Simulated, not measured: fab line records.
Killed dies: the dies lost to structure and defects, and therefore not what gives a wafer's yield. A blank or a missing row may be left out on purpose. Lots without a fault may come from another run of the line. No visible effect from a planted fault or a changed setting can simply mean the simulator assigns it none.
Comparing a struck lot with a sound one :: flow berkeley cmos170 :: 15 steps out of a route of 331
Sound: these wafers, L330.3, L330.5, L330.6. Struck: wafer L347.2 (left out: L347.1, L347.4 of the same lot, which were not struck); the cause appears at the end.
Order at every step that has rows: each side's tool, ch and its chambers, its first start. Under that, the readings that differ: sound wafers :: struck wafers :: difference of the means :: sigmas: that difference in standard deviations of wafers without a fault.
alike: words and numbers the same on both sides, and readings whose means are apart by under 2 such deviations; not compared: readings that were withheld, readings missing a value for some wafer, numbers with overlapping values and no deviation given by the record, and bounds like >300 which may hide the same value.
A row with sigmas, a row that says differs or no value, or rows on one side alone: a step with any of these is where the two part. Numbers that don't overlap but have no deviation are shown without sigmas and don't part them. A reading that every wafer of one side lacks parts them only if that side has two wafers or more.

first, 3 steps without rows for these wafers: UCB170_M1_EXPOSE_06 (exposes mask METAL1, target cd 700 nm); UCB170_M1_PEB_07; UCB170_M1_DEVELOP_08 (develop time 45 s).
UCB170_M1_CD_MEAS_09: target cd 700 nm.
  sound on cd sem-01, day 7 16:26; struck on cd sem-01, day 10 16:12
  alike: cd nm
UCB170_M1_OVL_MEAS_10:
  sound on overlay-01, day 7 16:31; struck on overlay-01, day 10 16:19
reading: M1_OVL (nm)
sound: 7 18 9
struck: 1
difference: -10
sigmas: -2
UCB170_M1_ETCH_11: etches BARC in N2/H2.
  sound on rie diel-04 ch 0,3, day 7 16:33; struck on rie diel-03 ch 0, day 10 16:22
reading: throttle valve pct (%)
sound: 13.05 13.02 13.20
struck: 13.61
difference: +0.52
sigmas: +3
  alike: drypump motor current A, oes product au
UCB170_M1_METAL_ETCH_12: etches Al in Cl2/BCl3, stops on PSG, target depth 780 nm, time 130 s.
  sound on rie metal-04 ch 0,1, day 7 16:38; struck on rie metal-03 ch 0, day 10 16:24
reading: rf hours counter h (h)
sound: - - -
struck: 6
difference: no value on the sound wafers
sigmas: 
  alike: drypump motor current A, he backside leak sccm, oes product au, throttle valve pct
UCB170_M1_STRIP_13: strips in O2.
  sound on plasma asher-01 ch 0,1, day 7 16:46; struck on plasma asher-03 ch 1, day 10 16:32
reading: drypump motor current A (A)
sound: 6.0 5.9 6.0
struck: 4.8
difference: -1.2
sigmas: -2

reading: rf hours counter h (h)
sound: - - -
struck: 52
difference: no value on the sound wafers
sigmas: 
  alike: oes product au
UCB170_M1_CD_MEAS_90: target cd 700 nm.
  sound on cd sem-02, day 7 16:52; struck on cd sem-01, day 10 16:38
  alike: cd nm
then, 1 step without rows for these wafers: UCB170_M1_ANNEAL_14 (time 1200 s).
UCB170_V1_CVD_00: deposits SiO2 from TEOS/O2, target thk 2000 nm, time 250 s.
  sound on pecvd-01 ch 0,1,2, day 7 20:08; struck on pecvd-04 ch 1, day 10 22:29
reading: heater power w (W)
sound: 235 214 184
struck: 311
difference: +100
sigmas: +2
UCB170_V1_THK_MEAS_01:
  sound on film metro-03, day 7 20:19; struck on film metro-03, day 10 22:38
  alike: V1_TEOS_THK
UCB170_V1_CMP_02: polishes SiO2.
  sound on cmp-01 ch 1,2, day 7 20:21; struck on cmp-01 ch 2, day 10 22:41
reading: platen rpm (rpm)
sound: 59.91 60.05 59.98
struck: 66.03
difference: +6.05
sigmas: +99 or more
  alike: motor current A, slurry filter dp kPa
UCB170_V1_BOW_MEAS_03:
  sound on film metro-01, day 7 20:41; struck on film metro-01, day 10 22:59
  alike: V1_BOW
UCB170_M3_PROBE_99:
  rows exist in the record for the sound wafers here (prober-02, day 8 09:39), none for the struck ones

== WHERE THEY PART ==
Last at UCB170_M3_PROBE_99 as far as this record goes, first at UCB170_M1_OVL_MEAS_10.

WHY: whatever the simulator had introduced
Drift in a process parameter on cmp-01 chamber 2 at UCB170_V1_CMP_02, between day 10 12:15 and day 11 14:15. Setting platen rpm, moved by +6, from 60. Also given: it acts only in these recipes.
